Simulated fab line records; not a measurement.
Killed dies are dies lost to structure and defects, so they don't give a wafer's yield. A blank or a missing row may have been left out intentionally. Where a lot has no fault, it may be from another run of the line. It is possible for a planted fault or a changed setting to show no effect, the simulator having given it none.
Split-lot experiment | flow berkeleyCmos170 | 23 wafers read from 5 lots, route of 331 steps

== ABOUT THE SPLIT ==
At UCB170_ACTIVE_OXIDATION_02 (target thk 26.4 nm, ox time 1260 s), the setting tempC was moved away from the recipe's 1000 C on 10 of the 23 wafers read, by -1.3% to +2.8%. All remaining wafers had this setting at the recipe value.

The file shows no step between the split and the reading.

== THE READING ==
Values of ACTIVE_OXIDE_THK in nm from UCB170_ACTIVE_THK_MEAS_03. On this fab line, fault-free wafers typically give 26.3 nm with a standard deviation of 0.87 nm.

wafer  | tool, chamber at the split | tempC as run, C | against the recipe | ACTIVE_OXIDE_THK, nm | against lot-mates on the recipe
L076.1 | -, -                       | 1000            | recipe             | 26.3                 | -
L076.2 | -, -                       | 1000            | recipe             | 25.9                 | -
L076.3 | -, -                       | 1000            | recipe             | 25.9                 | -
L076.4 | -, -                       | 1000            | recipe             | 26.2                 | -
L076.5 | -, -                       | 1000            | recipe             | 26.0                 | -
L079.1 | -, -                       | 1000            | recipe             | 27.3                 | -
L079.2 | -, -                       | 1000            | recipe             | 26.9                 | -
L079.4 | -, -                       | 1000            | recipe             | 27.3                 | -
L079.5 | -, -                       | 1000            | recipe             | 26.7                 | -
L079.6 | -, -                       | 1000            | recipe             | 27.1                 | -
L078.2 | -, -                       | 1028            | +2.8%              | 35.4                 | no lot-mate on the recipe
L078.3 | -, -                       | 1028            | +2.8%              | 35.3                 | no lot-mate on the recipe
L078.4 | -, -                       | 1028            | +2.8%              | 35.1                 | no lot-mate on the recipe
L078.5 | -, -                       | 1028            | +2.8%              | 35.4                 | no lot-mate on the recipe
L078.6 | -, -                       | 1028            | +2.8%              | 35.7                 | no lot-mate on the recipe
L080.1 | -, -                       | 987             | -1.3%              | 21.3                 | no lot-mate on the recipe
L080.2 | -, -                       | 987             | -1.3%              | 21.7                 | no lot-mate on the recipe
L080.3 | -, -                       | 987             | -1.3%              | 21.5                 | no lot-mate on the recipe
L080.5 | -, -                       | 987             | -1.3%              | 22.1                 | no lot-mate on the recipe
L080.6 | -, -                       | 987             | -1.3%              | 21.8                 | no lot-mate on the recipe
L082.2 | furnace-04, 0              | 1000            | recipe             | 25.8                 | -
L082.4 | furnace-04, 0              | 1000            | recipe             | 25.7                 | -
L082.6 | furnace-04, 0              | 1000            | recipe             | 25.9                 | -

THE FIT
A straight line over all 23 wafers: ACTIVE_OXIDE_THK changes by +3.31 nm for each +1% of tempC; r = +0.99; the points scatter about the line by 0.51 nm.
Too few moved wafers have a lot-mate on the recipe to fit a line with each lot's own level taken away.

== THE WHOLE CHAIN: every reading that the file lists as answering this split, in the file's order ==
step                       | what it does                       | reading                                                                            | change (the file's fit)              | r (the file's)
UCB170_ACTIVE_OXIDATION_02 | target thk 26.4 nm, ox time 1260 s | SiO2_of_ACTIVE_OXIDATION_02.thkNm (the simulator's own value, which no gauge read) | +3.31 nm for each +1% of the setting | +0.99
UCB170_ACTIVE_THK_MEAS_03  |                                    | ACTIVE_OXIDE_THK                                                                   | +3.31 for each +1% of the setting    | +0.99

== FILE'S OWN FIT ==
ACTIVE_OXIDE_THK changes by +3.31 nm for each +1% of tempC, r = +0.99.
